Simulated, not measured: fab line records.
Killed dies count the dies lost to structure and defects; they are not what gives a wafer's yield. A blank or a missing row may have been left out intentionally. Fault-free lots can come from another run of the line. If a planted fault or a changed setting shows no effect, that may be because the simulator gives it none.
A struck lot beside a sound one | flow rit_cmos | 15 out of 202 route steps
Sound: these wafers, L843.4, L843.5, L843.6. The struck wafers were L853.1, L853.3, L853.5. The cause is given at the end.
Per side, at each step with rows, come the tool, then ch with its chambers, and then its first start. Under that, the readings that differ: sound wafers | struck wafers | difference of the means | sigmas: that difference in standard deviations of wafers without a fault.
alike: words and numbers the same on both sides, and readings whose means are apart by under 2 such deviations; not compared: readings that were withheld, readings missing a value for some wafer, numbers with overlapping values and no deviation given by the record, and bounds like >300 which may hide the same value.
The two part at a step that has a row with sigmas, a row that says differs or no value, or rows on one side only. When numbers do not overlap yet have no deviation, they are printed without sigmas and do not part them. A reading missing from all wafers of one side parts the sides only when that side holds two or more wafers.

first, 2 steps without rows for these wafers: RIT_NSD_HARDBAKE_07 (time 60 s); RIT_NSD_IMPLANT_08.
RIT_NSD_STRIP_09: strips in O2, time 180 s.
  sound on plasma_asher-02 ch 0,1, day 4 22:52; struck on plasma_asher-03 ch 0,1, day 6 15:38
  alike: drypump_motor_current_A
  not compared: rf_hours_counter_h
RIT_NSD_TW_MEAS_10:
  sound: film_metro-01 at day 4 23:01; struck: film_metro-02 at day 6 15:49
  alike: NSD_TW
then, 6 steps without rows for these wafers: RIT_PSD_HMDS_00 (prime time 60 s); RIT_PSD_COAT_01 (resist thk 1000 nm); RIT_PSD_SOFTBAKE_02 (time 60 s); RIT_PSD_EXPOSE_03 (exposes mask M10, target cd 40900 nm); RIT_PSD_PEB_04; RIT_PSD_DEVELOP_05 (develop time 50 s).
RIT_PSD_OVL_MEAS_06:
  sound: overlay-02 at day 5 00:20; struck: overlay-02 at day 6 16:43
  alike: PSD_OVL
then, 1 step without rows for these wafers: RIT_PSD_HARDBAKE_07 (time 60 s).
RIT_PSD_IMPLANT_08:
  sound on implanter-04 ch 0, day 5 00:37; struck on implanter-03 ch 0, day 6 16:55
  reading       | sound                         | struck                        | difference | sigmas
  dose_ions_cm2 | 5.019e+15 5.005e+15 4.995e+15 | 4.662e+15 4.657e+15 4.659e+15 | -3.470e+14 | -53
  alike: beam_energy_keV
RIT_PSD_STRIP_09: strips in O2, time 180 s.
  sound on plasma_asher-01 ch 0,1, day 5 00:45; struck on plasma_asher-01 ch 0,1, day 6 17:04
  alike: drypump_motor_current_A
  not compared: rf_hours_counter_h
RIT_M1_PROBE_99:
  sound: prober-02 at day 5 08:55; struck: prober-02 at day 7 01:31
  alike: killed_at_contacts, killed_at_front_end, killed_dies, killed_open, killed_short

== WHERE THEY PART ==
Only at RIT_PSD_IMPLANT_08, within this record. Later steps at which nothing parts them and some readings are alike: RIT_PSD_STRIP_09, RIT_M1_PROBE_99.

WHY: the cause the simulator had injected
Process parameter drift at RIT_PSD_IMPLANT_08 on implanter-03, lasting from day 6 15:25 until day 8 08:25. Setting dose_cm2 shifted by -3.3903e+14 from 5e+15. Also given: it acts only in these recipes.
